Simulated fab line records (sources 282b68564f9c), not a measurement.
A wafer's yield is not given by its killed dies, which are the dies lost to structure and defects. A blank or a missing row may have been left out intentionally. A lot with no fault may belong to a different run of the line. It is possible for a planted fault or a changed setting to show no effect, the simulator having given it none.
A struck lot beside a sound one / flow rit_cmos / 14 steps out of a route of 202
Sound: wafers L140.1, L140.2, L140.6. Wafers L139.2, L139.3, L139.4 were the ones struck. At the end, the cause is stated.
Order at every step that has rows: each side's tool, ch and its chambers, its first start. Under that, the readings that differ: sound wafers / struck wafers / difference of the means / sigmas: that difference in standard deviations of wafers without a fault.
alike: readings whose means differ by less than 2 such deviations, and words and numbers that are the same on both sides. not compared: withheld readings, readings that some wafer has no value for, bounds like >300 that may hide the same value, and numbers for which the record gives no deviation and whose values overlap.
Wherever a step has rows on one side only, a row that says differs or no value, or a row with sigmas, the two part there. Numbers that don't overlap but have no deviation are shown without sigmas and don't part them. A reading missing from all wafers of one side parts the sides only when that side holds two or more wafers.

RIT_SILICIDE_RS_MEAS_02: the measuring method here is four-point-probe.
  sound on film_metro-04 at day 6 18:15; struck on film_metro-04 at day 6 20:48
  alike: SILICIDE_TI_RS
RIT_SILICIDE_THK_MEAS_03: measures by xrf.
  sound on film_metro-04 at day 6 18:22; struck on film_metro-04 at day 6 20:55
  alike: SILICIDE_TI_THK
RIT_SILICIDE_RTA_04: time 10 s, ramp up 5 s, ramp down 5 s.
  sound on rtp_anneal-01 ch 0, day 6 18:26; struck on rtp_anneal-02 ch 0, day 6 20:58
  alike: anneal_temp_c_max, chamber_o2_ppm, wafer_temp_C_max
then, 1 step without rows for these wafers: RIT_SILICIDE_WET_ETCH_05 (etches Ti in SPM, time 120 s).
RIT_SILICIDE_RTA_06: time 10 s, ramp up 5 s, ramp down 10 s.
  sound on rtp_anneal-02 ch 0, day 6 18:32; struck on rtp_anneal-01 ch 0, day 6 21:07
  alike: anneal_temp_c_max, chamber_o2_ppm, wafer_temp_C_max
RIT_CONTACT_CVD_00: deposits SiO2 from TEOS, target thk 400 nm, time 61 s.
  sound on pecvd-01 ch 0,2, day 6 18:36; struck on pecvd-03 ch 1,2, day 6 21:11
  alike: heater_power_w
RIT_CONTACT_THK_MEAS_01:
  sound on film_metro-01 at day 6 18:39; struck on film_metro-04 at day 6 21:16
  alike: CONTACT_TEOS_THK
then, 5 steps without rows for these wafers: RIT_CONTACT_HMDS_02 (prime time 60 s); RIT_CONTACT_COAT_03 (resist thk 1000 nm); RIT_CONTACT_SOFTBAKE_04 (time 60 s); RIT_CONTACT_EXPOSE_05 (exposes mask M11, target cd 1000 nm); RIT_CONTACT_PEB_06.
RIT_CONTACT_DEVELOP_07: develop time 120 s.
  sound on litho_track-01 ch 0, day 6 19:00; struck on litho_track-01, day 6 22:00
  no value came back on the struck wafers for chill_plate_temp_C (C), develop_time_s (s), developer_temp_C (C); on the sound wafers chill_plate_temp_C (C) reads 22.98 23.14 23.07
RIT_CONTACT_CD_MEAS_08: target cd 1000 nm.
  sound on cd_sem-02 at day 6 20:04; struck on cd_sem-02 at day 6 22:26
reading=cd_nm (nm); sound=996.9 998.9 996.2; struck=- - -; difference=no value on the struck wafers; sigmas=

== WHERE THEY PART ==
Last at RIT_CONTACT_CD_MEAS_08 as far as this record goes, first at RIT_CONTACT_DEVELOP_07.

WHY: the cause the simulator had injected
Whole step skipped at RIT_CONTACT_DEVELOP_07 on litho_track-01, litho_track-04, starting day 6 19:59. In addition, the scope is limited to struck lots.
